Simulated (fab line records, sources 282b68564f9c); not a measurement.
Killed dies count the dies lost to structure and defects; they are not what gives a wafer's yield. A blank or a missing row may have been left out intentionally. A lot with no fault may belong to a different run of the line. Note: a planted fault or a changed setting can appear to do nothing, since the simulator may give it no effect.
Lot-split experiment    flow rit cmos    5 lots, 23 wafers read, on a route of 202 steps

ON THE SPLIT
At RIT_NRETRO_COAT_01 (resist thk 1300 nm), the setting resist thk nm was moved away from the recipe's 1300 nm on 12 of the 23 wafers read, by -5.9% to +2.2%. The other wafers ran this setting at the recipe's value.

FROM THE SPLIT TO THE READING: what the file shows between them, 3 steps
- RIT_NRETRO_SOFTBAKE_02: time 60 s
- RIT_NRETRO_EXPOSE_03: exposes mask M4, target cd 43900 nm
- RIT_NRETRO_DEVELOP_05: develop time 68 s

THE READING
NOVOLAK_of_NRETRO_COAT_01.thk nm (the simulator's own value, which no gauge read), in nm, at RIT_NRETRO_HARDBAKE_07 (time 120 s). The file does not state a usual value for it. Across the 11 wafers here that went through the recipe, the average is 1138 nm and the standard deviation 2.6 nm.

wafer   tool, chamber at the split  resist thk nm as run, nm  against the recipe  NOVOLAK_of_NRETRO_COAT_01.thk nm, nm  against lot-mates on the recipe
L074.2  litho track-02, 0           1300                      recipe              1138                                  -
L074.3  litho track-02, 0           1263                      -2.8%               1102                                  -34
L074.4  litho track-02, 0           1263                      -2.8%               1101                                  -36
L074.5  litho track-02, 0           1263                      -2.8%               1101                                  -36
L074.6  litho track-02, 0           1300                      recipe              1135                                  -
L076.2  litho track-01, 0           1276                      -1.8%               1118                                  -21
L076.3  litho track-01, 0           1300                      recipe              1139                                  -
L076.6  litho track-01, 0           1300                      recipe              1139                                  -
L076.4  litho track-01, 0           1276                      -1.8%               1119                                  -20
L076.5  litho track-01, 0           1276                      -1.8%               1121                                  -18
L081.1  litho track-01, 0           1223                      -5.9%               1071                                  -69
L081.2  litho track-01, 0           1300                      recipe              1139                                  -
L081.3  litho track-01, 0           1223                      -5.9%               1072                                  -68
L081.4  litho track-01, 0           1223                      -5.9%               1074                                  -66
L081.5  litho track-01, 0           1300                      recipe              1141                                  -
L083.1  litho track-01, 0           1300                      recipe              1136                                  -
L083.2  litho track-01, 0           1300                      recipe              1134                                  -
L083.5  litho track-01, 0           1300                      recipe              1133                                  -
L085.2  litho track-02, 0           1300                      recipe              1141                                  -
L085.3  litho track-02, 0           1300                      recipe              1138                                  -
L085.4  litho track-02, 0           1328                      +2.2%               1162                                  +22
L085.5  litho track-02, 0           1328                      +2.2%               1161                                  +22
L085.6  litho track-02, 0           1328                      +2.2%               1164                                  +24

THE FIT
A straight line over all 23 wafers: NOVOLAK_of_NRETRO_COAT_01.thk nm changes by +11.3 nm for each +1% of resist thk nm; r = +0.99; the points scatter about the line by 2.8 nm.
The same after taking each lot's own level away (the mean of its wafers on the recipe; 23 wafers): +11.4 nm for each +1%; r = +1.00; scatter 1.7 nm.
Per that fit: largest resist thk nm move, reading shift of 67 nm.
From 1134.3 to 1140.0 nm: that is the span of the lots' own levels, equal to 2.2 times the standard deviation above.
The two slopes are in agreement: the lot-to-lot level therefore moves the slope only a little.
Check: for one of the wafers moved furthest among these (-5.9%), held out of the fit, the line's prediction against its lot-mates is -67.4 nm. Against them it came out at -69 nm.

ADDITIONAL SPLITS CARRIED BY THESE WAFERS
These wafers also went through other splits before the reading. Each is held against what the fit with the lots' levels taken away leaves over:
other split on the same wafers       wafers away from the commonest value  r with NOVOLAK_of_NRETRO_COAT_01.thk nm (lot level and that fit taken away)
RIT_ACTIVE_CVD_03 sih2cl2 flow sccm  15                                    -0.26
RIT_ACTIVE_COAT_06 resist thk nm     6                                     +0.41
RIT_FOX1_OXIDATION_00 ox time s      18                                    +0.20
RIT_NWELL_IMPLANT_08 energy kev      9                                     -0.06

THE WHOLE CHAIN: every reading that the file lists as answering this split, in the file's order
step                    what it does        reading                                                                            change (the file's fit)               r (the file's)
RIT_NRETRO_COAT_01      resist thk 1300 nm  NOVOLAK_of_NRETRO_COAT_01.thk nm (the simulator's own value, which no gauge read)  +13.3 nm for each +1% of the setting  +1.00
RIT_NRETRO_HARDBAKE_07  time 120 s          NOVOLAK_of_NRETRO_COAT_01.thk nm (the simulator's own value, which no gauge read)  +11.4 nm for each +1% of the setting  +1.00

THE FILE'S OWN FIT
NOVOLAK_of_NRETRO_COAT_01.thk nm changes by +11.4 nm for each +1% of resist thk nm, r = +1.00.
